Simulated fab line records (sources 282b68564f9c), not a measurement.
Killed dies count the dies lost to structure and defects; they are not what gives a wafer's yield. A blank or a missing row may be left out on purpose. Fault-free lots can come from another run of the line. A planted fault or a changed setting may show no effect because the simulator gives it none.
The tool behind it: which one? / flow rit-cmos / 45 wafers from 15 lots sampled at 6 of the route's 202 steps

## WHAT THE GAUGES READ, wafer by wafer
RIT_GATE_OVL_MEAS_17.
lot=L366; measured=day 2 16:10; on=overlay-01; GATE_OVL (nm)=0.6 1.2 0.4
lot=L367; measured=day 2 21:08; on=overlay-01; GATE_OVL (nm)=-0.8 1.2 -0.4
lot=L368; measured=day 3 00:00; on=overlay-01; GATE_OVL (nm)=0.6 0.9 0.6
lot=L369; measured=day 3 07:50; on=overlay-02; GATE_OVL (nm)=0.8 -0.6 1.3
lot=L371; measured=day 3 20:30; on=overlay-02; GATE_OVL (nm)=0.7 -0.6 0.2
lot=L372; measured=day 3 21:22; on=overlay-02; GATE_OVL (nm)=-0.7 -1.8 0.2
lot=L373; measured=day 4 05:22; on=overlay-02; GATE_OVL (nm)=-1.2 -1.2 -0.7
lot=L375; measured=day 4 14:25; on=overlay-01; GATE_OVL (nm)=-0.8 -1.0 -0.2
lot=L376; measured=day 4 18:56; on=overlay-01; GATE_OVL (nm)=-0.4 -0.9 -1.5
lot=L377; measured=day 5 04:15; on=overlay-02; GATE_OVL (nm)=-1.5 -0.7 -0.4
lot=L380; measured=day 5 17:35; on=overlay-01; GATE_OVL (nm)=3.0 1.3 0.8
lot=L382; measured=day 6 00:53; on=overlay-01; GATE_OVL (nm)=0.4 -0.4 0.9
lot=L383; measured=day 6 09:51; on=overlay-02; GATE_OVL (nm)=0.4 0.3 1.5
lot=L386; measured=day 6 22:13; on=overlay-01; GATE_OVL (nm)=0.6 0.9 1.9
lot=L388; measured=day 7 04:55; on=overlay-01; GATE_OVL (nm)=0.4 -0.9 1.6

RIT_PLDD_OVL_MEAS_06.
lot=L366; measured=day 2 23:14; on=overlay-01; PLDD_OVL (nm)=-2.1 -0.2 -1.5
lot=L367; measured=day 3 04:08; on=overlay-01; PLDD_OVL (nm)=-1.2 -0.4 -0.1
lot=L368; measured=day 3 06:30; on=overlay-02; PLDD_OVL (nm)=1.4 0.9 0.5
lot=L369; measured=day 3 15:13; on=overlay-01; PLDD_OVL (nm)=0.7 0.6 0.8
lot=L371; measured=day 4 02:34; on=overlay-01; PLDD_OVL (nm)=2.3 1.0 2.8
lot=L372; measured=day 4 04:49; on=overlay-01; PLDD_OVL (nm)=2.0 1.9 1.8
lot=L373; measured=day 4 12:42; on=overlay-01; PLDD_OVL (nm)=3.1 2.9 3.9
lot=L375; measured=day 4 21:06; on=overlay-02; PLDD_OVL (nm)=1.1 1.4 1.1
lot=L376; measured=day 5 03:18; on=overlay-02; PLDD_OVL (nm)=0.9 2.1 0.5
lot=L377; measured=day 5 10:53; on=overlay-01; PLDD_OVL (nm)=1.6 2.0 1.9
lot=L380; measured=day 6 00:26; on=overlay-02; PLDD_OVL (nm)=0.7 -0.6 -0.2
lot=L382; measured=day 6 08:08; on=overlay-02; PLDD_OVL (nm)=-1.0 -0.4 0.5
lot=L383; measured=day 6 16:48; on=overlay-01; PLDD_OVL (nm)=0.2 0.8 -1.0
lot=L386; measured=day 7 04:40; on=overlay-01; PLDD_OVL (nm)=2.8 4.3 2.5
lot=L388; measured=day 7 11:32; on=overlay-01; PLDD_OVL (nm)=-0.7 -2.7 -0.5

RIT_PSD_TW_MEAS_10.
lot=L366; measured=day 3 05:21; on=film-metro-03; PSD_TW=3438 3449 3453
lot=L367; measured=day 3 11:20; on=film-metro-03; PSD_TW=3453 3463 3452
lot=L368; measured=day 3 13:21; on=film-metro-03; PSD_TW=3440 3446 3459
lot=L369; measured=day 3 21:22; on=film-metro-02; PSD_TW=3430 3431 3443
lot=L371; measured=day 4 09:16; on=film-metro-02; PSD_TW=3443 3430 3458
lot=L372; measured=day 4 11:02; on=film-metro-03; PSD_TW=3454 3432 3456
lot=L373; measured=day 4 19:26; on=film-metro-02; PSD_TW=3455 3449 3448
lot=L375; measured=day 5 03:04; on=film-metro-03; PSD_TW=3351 3355 3358 3352 3354 3323
lot=L376; measured=day 5 09:37; on=film-metro-01; PSD_TW=3351 3368 3344 3350 3347 3352
lot=L377; measured=day 5 17:58; on=film-metro-02; PSD_TW=3390 3384 3394
lot=L380; measured=day 6 07:16; on=film-metro-03; PSD_TW=3438 3444 3450
lot=L382; measured=day 6 14:13; on=film-metro-01; PSD_TW=3433 3419 3431
lot=L383; measured=day 6 23:05; on=film-metro-02; PSD_TW=3412 3430 3425
lot=L386; measured=day 7 10:38; on=film-metro-02; PSD_TW=3447 3438 3429
lot=L388; measured=day 7 17:52; on=film-metro-02; PSD_TW=3427 3421 3448

RIT_SDANNEAL_RS_MEAS_04: uses a four-point probe to measure.
lot=L366; measured=day 3 05:51; on=film-metro-01; PSD_RS (ohm/sq)=116.2 116.3 116.2
lot=L367; measured=day 3 12:03; on=film-metro-01; PSD_RS (ohm/sq)=116.3 116.5 116.6
lot=L368; measured=day 3 13:50; on=film-metro-02; PSD_RS (ohm/sq)=116.0 116.6 116.1
lot=L369; measured=day 3 21:51; on=film-metro-02; PSD_RS (ohm/sq)=115.9 116.0 116.4
lot=L371; measured=day 4 09:46; on=film-metro-02; PSD_RS (ohm/sq)=116.1 116.0 116.3
lot=L372; measured=day 4 11:31; on=film-metro-03; PSD_RS (ohm/sq)=116.6 116.2 116.4
lot=L373; measured=day 4 19:57; on=film-metro-02; PSD_RS (ohm/sq)=115.7 115.8 116.1
lot=L375; measured=day 5 13:40; on=film-metro-03; PSD_RS (ohm/sq)=120.5 120.1 120.2 120.5 120.6 120.3
lot=L376; measured=day 5 15:28; on=film-metro-03; PSD_RS (ohm/sq)=120.7 121.0 120.7 120.9 120.9 120.7
lot=L377; measured=day 5 18:54; on=film-metro-01; PSD_RS (ohm/sq)=120.5 121.0 120.6 120.3 120.7 121.0
lot=L380; measured=day 6 07:57; on=film-metro-01; PSD_RS (ohm/sq)=116.0 116.3 116.2
lot=L382; measured=day 6 14:43; on=film-metro-03; PSD_RS (ohm/sq)=115.8 116.0 115.9
lot=L383; measured=day 6 23:35; on=film-metro-02; PSD_RS (ohm/sq)=116.2 116.1 116.5
lot=L386; measured=day 7 11:08; on=film-metro-01; PSD_RS (ohm/sq)=115.5 115.8 115.7
lot=L388; measured=day 7 18:21; on=film-metro-02; PSD_RS (ohm/sq)=115.7 115.9 115.6

## EACH LOT AND THE TOOL THAT RAN IT (in order: tool; ch and the chambers of the sampled wafers; start)
lot=L366; RIT_GATE_STRIP_20=plasma-asher-04 ch 0,1, day 2 16:27; RIT_PSD_IMPLANT_08=implanter-04 ch 0, day 3 05:01
lot=L367; RIT_GATE_STRIP_20=plasma-asher-04 ch 0, day 2 21:26; RIT_PSD_IMPLANT_08=implanter-03 ch 0, day 3 11:02
lot=L368; RIT_GATE_STRIP_20=plasma-asher-01 ch 0,1, day 3 00:17; RIT_PSD_IMPLANT_08=implanter-04 ch 0, day 3 13:01
lot=L369; RIT_GATE_STRIP_20=plasma-asher-03 ch 0,1, day 3 08:07; RIT_PSD_IMPLANT_08=implanter-02 ch 0, day 3 21:02
lot=L371; RIT_GATE_STRIP_20=plasma-asher-03 ch 0,1, day 3 20:53; RIT_PSD_IMPLANT_08=implanter-02 ch 0, day 4 08:58
lot=L372; RIT_GATE_STRIP_20=plasma-asher-04 ch 0,1, day 3 21:39; RIT_PSD_IMPLANT_08=implanter-02 ch 0, day 4 10:43
lot=L373; RIT_GATE_STRIP_20=plasma-asher-04 ch 0,1, day 4 05:40; RIT_PSD_IMPLANT_08=implanter-02 ch 0, day 4 19:07
lot=L375; RIT_GATE_STRIP_20=plasma-asher-03 ch 0,1, day 4 14:43; RIT_PSD_IMPLANT_08=implanter-02 ch 0, day 5 02:45
lot=L376; RIT_GATE_STRIP_20=plasma-asher-03 ch 0,1, day 4 19:13; RIT_PSD_IMPLANT_08=implanter-02 ch 0, day 5 09:17
lot=L377; RIT_GATE_STRIP_20=plasma-asher-03 ch 0,1, day 5 04:35; RIT_PSD_IMPLANT_08=implanter-02 ch 0, day 5 17:40
lot=L380; RIT_GATE_STRIP_20=plasma-asher-04 ch 0,1, day 5 17:52; RIT_PSD_IMPLANT_08=implanter-03 ch 0, day 6 06:58
lot=L382; RIT_GATE_STRIP_20=plasma-asher-01 ch 0,1, day 6 01:10; RIT_PSD_IMPLANT_08=implanter-04 ch 0, day 6 13:53
lot=L383; RIT_GATE_STRIP_20=plasma-asher-03 ch 0,1, day 6 10:17; RIT_PSD_IMPLANT_08=implanter-04 ch 0, day 6 22:47
lot=L386; RIT_GATE_STRIP_20=plasma-asher-04 ch 0,1, day 6 22:31; RIT_PSD_IMPLANT_08=implanter-03 ch 0, day 7 10:19
lot=L388; RIT_GATE_STRIP_20=plasma-asher-03 ch 0,1, day 7 05:12; RIT_PSD_IMPLANT_08=implanter-04 ch 0, day 7 17:32
- RIT_GATE_STRIP_20: strips in O2, time 180 s.
- RIT_PSD_IMPLANT_08

## AS READ BY THE TOOLS THEMSELVES (means over the sampled wafers that have a number; for cases with no such wafer, the mark the record gives instead)
RIT_GATE_STRIP_20.
lot=L366; tool=plasma-asher-04; drypump-motor-current-A (A)=5.7; o2-flow-sccm (sccm)=4007
lot=L367; tool=plasma-asher-04; drypump-motor-current-A (A)=5.4; o2-flow-sccm (sccm)=4020
lot=L368; tool=plasma-asher-01; drypump-motor-current-A (A)=4.9; o2-flow-sccm (sccm)=4003
lot=L369; tool=plasma-asher-03; drypump-motor-current-A (A)=6.0; o2-flow-sccm (sccm)=4004
lot=L371; tool=plasma-asher-03; drypump-motor-current-A (A)=6.1; o2-flow-sccm (sccm)=3991
lot=L372; tool=plasma-asher-04; drypump-motor-current-A (A)=5.6; o2-flow-sccm (sccm)=4011
lot=L373; tool=plasma-asher-04; drypump-motor-current-A (A)=5.6; o2-flow-sccm (sccm)=4019
lot=L375; tool=plasma-asher-03; drypump-motor-current-A (A)=6.1; o2-flow-sccm (sccm)=4013
lot=L376; tool=plasma-asher-03; drypump-motor-current-A (A)=6.0; o2-flow-sccm (sccm)=3991
lot=L377; tool=plasma-asher-03; drypump-motor-current-A (A)=6.0; o2-flow-sccm (sccm)=4013
lot=L380; tool=plasma-asher-04; drypump-motor-current-A (A)=5.6; o2-flow-sccm (sccm)=3998
lot=L382; tool=plasma-asher-01; drypump-motor-current-A (A)=5.0; o2-flow-sccm (sccm)=3996
lot=L383; tool=plasma-asher-03; drypump-motor-current-A (A)=6.0; o2-flow-sccm (sccm)=3995
lot=L386; tool=plasma-asher-04; drypump-motor-current-A (A)=5.6; o2-flow-sccm (sccm)=4003
lot=L388; tool=plasma-asher-03; drypump-motor-current-A (A)=6.0; o2-flow-sccm (sccm)=4005

RIT_PSD_IMPLANT_08.
lot=L366 tool=implanter-04 beam-energy-keV=27.004
lot=L367 tool=implanter-03 beam-energy-keV=26.994
lot=L368 tool=implanter-04 beam-energy-keV=27.001
lot=L369 tool=implanter-02 beam-energy-keV=27.013
lot=L371 tool=implanter-02 beam-energy-keV=27.001
lot=L372 tool=implanter-02 beam-energy-keV=27.008
lot=L373 tool=implanter-02 beam-energy-keV=26.991
lot=L375 tool=implanter-02 beam-energy-keV=25.113
lot=L376 tool=implanter-02 beam-energy-keV=25.108
lot=L377 tool=implanter-02 beam-energy-keV=25.117
lot=L380 tool=implanter-03 beam-energy-keV=26.994
lot=L382 tool=implanter-04 beam-energy-keV=26.995
lot=L383 tool=implanter-04 beam-energy-keV=26.987
lot=L386 tool=implanter-03 beam-energy-keV=27.005
lot=L388 tool=implanter-04 beam-energy-keV=27.011

## THE ANSWER, worked out from the rows above alone
Rule: what is usual is taken from the lots themselves. The widest of any qualifying gaps counts: lots, ordered by their means at a reading, are off when they make up no more than a third of the lots, leave a main group of 4 or more, and stand apart from it by 3 or more times the standard deviation of that group's means. A main group whose means are all the same, to the digits that the tables above print for the reading, isn't used. A lot without any number at a reading at which 4 lots or more have one is off too. Any other lot the step has rows for is counted as sound. The gauges are gone through in route order, then the tools' own readings, and for those a lot's mean is taken as printed above. At the first step where some lot is off, the reading lying furthest off is the one used; lots without a number count as furthest.
Off: L375, L376, L377, at RIT_PSD_TW_MEAS_10 (PSD_TW). For the main group the mean is 3441 and the standard deviation 9.6.
A tool fits if, at a process step before that reading, it ran every lot that is off, and no sound lot after the first of them. The gauges at RIT_PSD_TW_MEAS_10 aren't tried: what is off there is off at RIT_PSD_IMPLANT_08 too, on other tools, and a gauge's error can't cause that. One candidate fits, namely implanter-02 at RIT_PSD_IMPLANT_08. A fault onset in the window from L373 (day 4 19:07, its last sound lot) to L375 (day 5 02:45, its first lot off) fits.
On the lots that are off, the tool's own readings at RIT_PSD_IMPLANT_08 differ by more than 5 times the standard deviation of the sound lots' means, which bears it out; beam-energy-keV reads 25.113 there versus 27.000 on the sound lots.

## WHAT HAD BEEN PUT IN BY THE SIMULATOR
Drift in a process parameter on implanter-02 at RIT_PSD_IMPLANT_08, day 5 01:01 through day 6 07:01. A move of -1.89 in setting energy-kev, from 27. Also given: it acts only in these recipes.
Struck lots among those shown: L375, L376, L377. This agrees with what the rule above found.
